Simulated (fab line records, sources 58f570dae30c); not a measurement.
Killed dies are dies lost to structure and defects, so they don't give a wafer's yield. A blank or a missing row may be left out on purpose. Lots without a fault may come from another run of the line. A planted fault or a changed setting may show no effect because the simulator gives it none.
Which tool did it? | flow berkeley_cmos170 | 24 lots, 72 wafers sampled, at 6 steps of a route of 331

WHAT THE GAUGES READ, wafer by wafer
UCB170_M3_RS_MEAS_02: measures by four-point-probe. Usual: M3_AL_RS 0.0323 ohm/sq, standard deviation 0.00031.
lot  | measured     | on            | M3_AL_RS (ohm/sq)    | flag
L075 | day 7 23:49  | film_metro-04 | 0.0330 0.0327 0.0330 |
L077 | day 7 23:33  | film_metro-01 | 0.0324 0.0324 0.0324 |
L074 | day 8 00:32  | film_metro-02 | 0.0318 0.0319 0.0322 |
L076 | day 8 00:12  | film_metro-01 | 0.0317 0.0317 0.0321 |
L078 | day 8 10:55  | film_metro-04 | 0.0323 0.0319 0.0323 |
L080 | day 8 18:20  | film_metro-02 | 0.0318 0.0319 0.0321 |
L079 | day 8 18:17  | film_metro-01 | 0.0325 0.0328 0.0323 |
L081 | day 9 10:35  | film_metro-02 | 0.0323 0.0319 0.0324 |
L082 | day 9 10:42  | film_metro-01 | 0.0320 0.0322 0.0322 |
L083 | day 9 14:50  | film_metro-02 | 0.0327 0.0325 0.0328 |
L084 | day 10 03:14 | film_metro-02 | 0.0322 0.0323 0.0324 |
L085 | day 10 03:30 | film_metro-04 | 0.0321 0.0320 0.0325 |
L086 | day 10 11:47 | film_metro-04 | 0.0325 0.0323 0.0323 |
L088 | day 10 12:09 | film_metro-01 | 0.0323 0.0325 0.0321 |
L087 | day 10 12:32 | film_metro-02 | 0.0323 0.0325 0.0322 |
L090 | day 11 09:10 | film_metro-02 | 0.0320 0.0322 0.0320 |
L089 | day 11 09:47 | film_metro-02 | 0.0323 0.0328 0.0323 |
L091 | day 11 10:07 | film_metro-02 | 0.0321 0.0322 0.0323 |
L092 | day 11 14:25 | film_metro-01 | 0.0328 0.0332 0.0326 |
L093 | day 12 01:38 | film_metro-02 | 0.0324 0.0329 0.0327 |
L094 | day 12 08:00 | film_metro-01 | 0.0323 0.0322 0.0320 |
L095 | day 12 08:04 | film_metro-02 | 0.0322 0.0321 0.0324 |
L096 | day 12 08:27 | film_metro-01 | 0.0321 0.0320 0.0321 |
L097 | day 12 18:16 | film_metro-02 | 0.0322 0.0322 0.0319 |

UCB170_M3_BOW_MEAS_20. Usual: M3_BOW 35 um, standard deviation 7.5.
lot  | measured     | on            | M3_BOW (um) | flag
L075 | day 8 02:35  | film_metro-01 | 37 51 42    |
L077 | day 8 01:54  | film_metro-02 | 33 30 33    |
L074 | day 8 02:59  | film_metro-01 | 13 43 38    |
L076 | day 8 02:47  | film_metro-02 | 40 34 31    |
L078 | day 8 13:29  | film_metro-02 | 29 21 29    |
L080 | day 8 21:07  | film_metro-02 | 34 44 32    |
L079 | day 8 20:39  | film_metro-02 | 33 31 34    |
L081 | day 9 13:53  | film_metro-02 | 33 36 28    |
L082 | day 9 14:32  | film_metro-01 | 42 31 38    |
L083 | day 9 17:47  | film_metro-04 | 28 47 43    |
L084 | day 10 05:59 | film_metro-01 | 33 36 44    |
L085 | day 10 06:04 | film_metro-02 | 47 30 39    |
L086 | day 10 14:10 | film_metro-01 | 40 47 42    |
L088 | day 10 15:01 | film_metro-01 | 32 40 24    |
L087 | day 10 15:15 | film_metro-02 | 35 44 30    |
L090 | day 11 12:29 | film_metro-02 | 39 33 39    |
L089 | day 11 12:41 | film_metro-01 | 25 35 39    |
L091 | day 11 13:08 | film_metro-01 | 35 49 31    |
L092 | day 11 17:41 | film_metro-02 | 22 30 32    |
L093 | day 12 04:25 | film_metro-02 | 40 31 28    |
L094 | day 12 10:32 | film_metro-01 | 42 36 36    |
L095 | day 12 10:46 | film_metro-04 | 44 28 36    |
L096 | day 12 11:08 | film_metro-04 | 32 32 25    |
L097 | day 12 20:57 | film_metro-04 | 40 27 44    |

WHICH TOOL RAN EACH LOT (tool, then ch and the chambers of the sampled wafers, then the start)
lot  | UCB170_V1_CMP_02              | UCB170_V1_ETCH_14                  | UCB170_M2_ETCH_17                  | UCB170_M2_STRIP_19
L075 | cmp-02 ch 0,1,3, day 7 12:49  | rie_diel-03 ch 0,1,3, day 7 16:53  | rie_diel-04 ch 2,3, day 7 20:47    | plasma_asher-03 ch 0,1, day 7 21:01
L077 | cmp-01 ch 0,2,3, day 7 12:49  | rie_diel-01 ch 1,2,3, day 7 16:22  | rie_diel-01 ch 1,2, day 7 20:37    | plasma_asher-04 ch 0,1, day 7 20:51
L074 | cmp-01 ch 0,3, day 7 13:01    | rie_diel-04 ch 2,3, day 7 17:09    | rie_diel-04 ch 0,1,2, day 7 21:31  | plasma_asher-02 ch 0,1, day 7 21:45
L076 | cmp-02 ch 0,1,2, day 7 13:10  | rie_diel-01 ch 2,3, day 7 17:05    | rie_diel-01 ch 0,2,3, day 7 21:17  | plasma_asher-04 ch 0,1, day 7 21:34
L078 | cmp-02 ch 2,3, day 8 03:34    | rie_diel-04 ch 0,1,2, day 8 05:18  | rie_diel-01 ch 0,3, day 8 07:56    | plasma_asher-03 ch 0,1, day 8 08:10
L080 | cmp-01 ch 0,1,3, day 8 09:34  | rie_diel-03 ch 0,1,3, day 8 11:25  | rie_diel-02 ch 0,1,2, day 8 15:16  | plasma_asher-02 ch 0,1, day 8 15:29
L079 | cmp-02 ch 0,1,3, day 8 09:37  | rie_diel-04 ch 0,1,3, day 8 11:32  | rie_diel-01 ch 0,3, day 8 15:08    | plasma_asher-04 ch 0,1, day 8 15:22
L081 | cmp-02 ch 0,3, day 9 02:25    | rie_diel-04 ch 1,2,3, day 9 04:51  | rie_diel-02 ch 0,1, day 9 07:26    | plasma_asher-02 ch 0,1, day 9 07:42
L082 | cmp-01 ch 0,1,2, day 9 02:28  | rie_diel-01 ch 1,2,3, day 9 05:07  | rie_diel-04 ch 0,2, day 9 07:43    | plasma_asher-03 ch 0,1, day 9 07:56
L083 | cmp-02 ch 1,2,3, day 9 05:34  | rie_diel-04 ch 1,2,3, day 9 08:34  | rie_diel-01 ch 2,3, day 9 11:23    | plasma_asher-02 ch 0,1, day 9 11:38
L084 | cmp-02 ch 0,1,2, day 9 18:10  | rie_diel-01 ch 1,2, day 9 20:09    | rie_diel-04 ch 0,2, day 9 22:49    | plasma_asher-03 ch 0,1, day 9 23:04
L085 | cmp-01 ch 1,2,3, day 9 18:11  | rie_diel-04 ch 0,1, day 9 20:23    | rie_diel-01 ch 0,1,3, day 9 23:03  | plasma_asher-02 ch 0,1, day 9 23:17
L086 | cmp-02 ch 0,2,3, day 10 04:34 | rie_diel-04 ch 0,1, day 10 06:14   | rie_diel-01 ch 0,1,3, day 10 08:49 | plasma_asher-03 ch 1, day 10 09:03
L088 | cmp-01 ch 0,3, day 10 04:34   | rie_diel-03 ch 0,1,2, day 10 06:31 | rie_diel-04 ch 0,1,2, day 10 09:16 | plasma_asher-02 ch 0,1, day 10 09:30
L087 | cmp-02 ch 0,2,3, day 10 04:52 | rie_diel-01 ch 0,1,3, day 10 06:47 | rie_diel-02 ch 0,2,3, day 10 09:32 | plasma_asher-04 ch 0,1, day 10 09:46
L090 | cmp-02 ch 0,3, day 10 23:01   | rie_diel-01 ch 1,3, day 11 02:25   | rie_diel-02 ch 0,1,2, day 11 05:52 | plasma_asher-03 ch 0,1, day 11 06:08
L089 | cmp-01 ch 1,2, day 10 23:02   | rie_diel-03 ch 0,3, day 11 02:18   | rie_diel-01 ch 0,1,2, day 11 06:09 | plasma_asher-02 ch 0,1, day 11 06:23
L091 | cmp-02 ch 1,2,3, day 10 23:25 | rie_diel-04 ch 0,3, day 11 02:51   | rie_diel-04 ch 0,1,3, day 11 06:17 | plasma_asher-03 ch 0,1, day 11 06:31
L092 | cmp-01 ch 0,3, day 11 04:25   | rie_diel-03 ch 0,1,3, day 11 06:58 | rie_diel-02 ch 0,2,3, day 11 11:08 | plasma_asher-03 ch 0,1, day 11 11:22
L093 | cmp-01 ch 0,1,3, day 11 18:22 | rie_diel-04 ch 0,2,3, day 11 20:02 | rie_diel-04 ch 0,1,2, day 11 22:37 | plasma_asher-04 ch 0,1, day 11 22:50
L094 | cmp-01 ch 0,1,3, day 11 23:40 | rie_diel-01 ch 2,3, day 12 01:38   | rie_diel-04 ch 1,2,3, day 12 04:14 | plasma_asher-04 ch 0,1, day 12 04:31
L095 | cmp-01 ch 1,2, day 11 23:55   | rie_diel-04 ch 0,2,3, day 12 02:11 | rie_diel-01 ch 0,2,3, day 12 04:56 | plasma_asher-02 ch 0,1, day 12 05:10
L096 | cmp-02 ch 0,1,2, day 12 00:10 | rie_diel-03 ch 2,3, day 12 02:28   | rie_diel-04 ch 0,2, day 12 05:13   | plasma_asher-02 ch 0,1, day 12 05:28
L097 | cmp-02 ch 0,1,2, day 12 08:01 | rie_diel-01 ch 0,2, day 12 12:34   | rie_diel-04 ch 2,3, day 12 15:23   | plasma_asher-04 ch 0,1, day 12 15:37
- UCB170_V1_CMP_02: polishes SiO2.
- UCB170_V1_ETCH_14: etches SiO2 in CHF3/CF4/Ar, stops on Al, target depth 1250 nm, time 291 s.
- UCB170_M2_ETCH_17: etches BARC in N2/H2.
- UCB170_M2_STRIP_19: strips in O2.

WHAT THE TOOLS THEMSELVES READ (means of the sampled wafers that have a number; where no wafer has one, the mark that the record gives instead)
UCB170_V1_CMP_02. Usual: motor_current_A 16.2 A, standard deviation 2.3.
lot  | tool   | motor_current_A (A) | flag
L075 | cmp-02 | 17.8                |
L077 | cmp-01 | 15.5                |
L074 | cmp-01 | 15.9                |
L076 | cmp-02 | 17.6                |
L078 | cmp-02 | 15.0                |
L080 | cmp-01 | 15.1                |
L079 | cmp-02 | 17.4                |
L081 | cmp-02 | 15.2                |
L082 | cmp-01 | 14.8                |
L083 | cmp-02 | 17.4                |
L084 | cmp-02 | 17.6                |
L085 | cmp-01 | 15.8                |
L086 | cmp-02 | 15.4                |
L088 | cmp-01 | 14.9                |
L087 | cmp-02 | 15.3                |
L090 | cmp-02 | 15.5                |
L089 | cmp-01 | 15.6                |
L091 | cmp-02 | 17.6                |
L092 | cmp-01 | 15.5                |
L093 | cmp-01 | 15.1                |
L094 | cmp-01 | 15.0                |
L095 | cmp-01 | 15.6                |
L096 | cmp-02 | 17.6                |
L097 | cmp-02 | 17.5                |

UCB170_V1_ETCH_14. Usual: drypump_motor_current_A 5.8 A, standard deviation 0.47; oes_product_au 0.880 a.u., standard deviation 0.012; throttle_valve_pct 6.99 %, standard deviation 0.14.
lot  | tool        | drypump_motor_current_A (A) | oes_product_au (a.u.) | throttle_valve_pct (%) | flag
L075 | rie_diel-03 | 6.2                         | 0.876                 | 7.05                   |
L077 | rie_diel-01 | 6.0                         | 0.861                 | 7.06                   |
L074 | rie_diel-04 | 5.4                         | 0.884                 | 6.93                   |
L076 | rie_diel-01 | 5.7                         | 0.872                 | 6.96                   |
L078 | rie_diel-04 | 5.8                         | 0.885                 | 6.88                   |
L080 | rie_diel-03 | 6.2                         | 0.879                 | 7.05                   |
L079 | rie_diel-04 | 5.5                         | 0.886                 | 6.92                   |
L081 | rie_diel-04 | 5.6                         | 0.889                 | 6.86                   |
L082 | rie_diel-01 | 6.0                         | 0.878                 | 7.07                   |
L083 | rie_diel-04 | 5.6                         | 0.885                 | 6.85                   |
L084 | rie_diel-01 | 6.1                         | 0.872                 | 7.14                   |
L085 | rie_diel-04 | 5.9                         | 0.887                 | 6.82                   |
L086 | rie_diel-04 | 5.7                         | 0.882                 | 6.93                   |
L088 | rie_diel-03 | 6.1                         | 0.880                 | 7.06                   |
L087 | rie_diel-01 | 5.9                         | 0.877                 | 7.06                   |
L090 | rie_diel-01 | 6.1                         | 0.880                 | 7.08                   |
L089 | rie_diel-03 | 6.3                         | 0.867                 | 7.01                   |
L091 | rie_diel-04 | 5.0                         | 0.873                 | 6.98                   |
L092 | rie_diel-03 | 6.2                         | 0.880                 | 7.05                   |
L093 | rie_diel-04 | 5.4                         | 0.889                 | 6.96                   |
L094 | rie_diel-01 | 5.8                         | 0.866                 | 7.05                   |
L095 | rie_diel-04 | 5.3                         | 0.881                 | 6.97                   |
L096 | rie_diel-03 | 5.7                         | 0.863                 | 6.95                   |
L097 | rie_diel-01 | 6.0                         | 0.870                 | 7.14                   |

UCB170_M2_ETCH_17. Usual: drypump_motor_current_A 5.8 A, standard deviation 0.42; oes_product_au 1.014 a.u., standard deviation 0.022; throttle_valve_pct 13.34 %, standard deviation 0.24.
lot  | tool        | drypump_motor_current_A (A) | oes_product_au (a.u.) | throttle_valve_pct (%) | flag
L075 | rie_diel-04 | 5.4                         | 1.043                 | 13.32                  |
L077 | rie_diel-01 | 6.2                         | 1.015                 | 13.58                  |
L074 | rie_diel-04 | 5.8                         | 1.027                 | 13.14                  |
L076 | rie_diel-01 | 5.8                         | 1.005                 | 13.38                  |
L078 | rie_diel-01 | 5.6                         | 1.002                 | 13.25                  |
L080 | rie_diel-02 | 5.8                         | 0.971                 | 13.41                  |
L079 | rie_diel-01 | 5.6                         | 1.008                 | 13.25                  |
L081 | rie_diel-02 | 6.0                         | 0.999                 | 13.36                  |
L082 | rie_diel-04 | 5.7                         | 1.039                 | 13.25                  |
L083 | rie_diel-01 | 5.7                         | 1.014                 | 13.24                  |
L084 | rie_diel-04 | 5.6                         | 1.019                 | 13.27                  |
L085 | rie_diel-01 | 5.9                         | 1.001                 | 13.45                  |
L086 | rie_diel-01 | 5.9                         | 0.999                 | 13.45                  |
L088 | rie_diel-04 | 5.8                         | 1.035                 | 13.14                  |
L087 | rie_diel-02 | 5.7                         | 0.996                 | 13.31                  |
L090 | rie_diel-02 | 5.8                         | 0.983                 | 13.41                  |
L089 | rie_diel-01 | 6.1                         | 1.014                 | 13.60                  |
L091 | rie_diel-04 | 5.4                         | 1.033                 | 13.21                  |
L092 | rie_diel-02 | 5.7                         | 1.002                 | 13.31                  |
L093 | rie_diel-04 | 5.8                         | 1.027                 | 13.13                  |
L094 | rie_diel-04 | 5.5                         | 1.032                 | 13.19                  |
L095 | rie_diel-01 | 5.8                         | 1.005                 | 13.39                  |
L096 | rie_diel-04 | 5.6                         | 1.036                 | 13.28                  |
L097 | rie_diel-04 | 5.4                         | 1.043                 | 13.30                  |

UCB170_M2_STRIP_19. Usual: drypump_motor_current_A 5.9 A, standard deviation 0.49; oes_product_au 0.561 a.u., standard deviation 0.018.
lot  | tool            | drypump_motor_current_A (A) | oes_product_au (a.u.) | flag
L075 | plasma_asher-03 | 5.9                         | 0.575                 |
L077 | plasma_asher-04 | 5.5                         | 0.565                 |
L074 | plasma_asher-02 | 6.2                         | 0.561                 |
L076 | plasma_asher-04 | 5.9                         | 0.535                 |
L078 | plasma_asher-03 | 5.9                         | 0.572                 |
L080 | plasma_asher-02 | 5.8                         | 0.570                 |
L079 | plasma_asher-04 | 5.5                         | 0.578                 |
L081 | plasma_asher-02 | 6.1                         | 0.564                 |
L082 | plasma_asher-03 | 5.9                         | 0.572                 |
L083 | plasma_asher-02 | 6.2                         | 0.561                 |
L084 | plasma_asher-03 | 5.7                         | 0.576                 |
L085 | plasma_asher-02 | 6.1                         | 0.560                 |
L086 | plasma_asher-03 | 6.0                         | 0.568                 |
L088 | plasma_asher-02 | 5.8                         | 0.558                 |
L087 | plasma_asher-04 | 5.9                         | 0.541                 |
L090 | plasma_asher-03 | 5.7                         | 0.576                 |
L089 | plasma_asher-02 | 6.1                         | 0.557                 |
L091 | plasma_asher-03 | 5.9                         | 0.567                 |
L092 | plasma_asher-03 | 5.9                         | 0.568                 |
L093 | plasma_asher-04 | 5.9                         | 0.560                 |
L094 | plasma_asher-04 | 5.9                         | 0.566                 |
L095 | plasma_asher-02 | 6.1                         | 0.546                 |
L096 | plasma_asher-02 | 6.1                         | 0.558                 |
L097 | plasma_asher-04 | 5.5                         | 0.562                 |

THE ANSWER, worked out from the rows above alone
Rule: a lot is off if the mean of its wafers that have a number lies more than 3 standard deviations from the usual mean. A lot without any number at a reading at which 4 lots or more have one is off too. The other lots that the step has rows for count as sound. The gauges are gone through in route order, then the tools' own readings, and for those a lot's mean is taken as printed above. The first step at which some lot is off is used, and at that step the reading that is off furthest; a lot without a number counts as furthest.
No lot is off at any reading shown: from this, nothing can be told.

WHAT THE SIMULATOR HAD PUT IN
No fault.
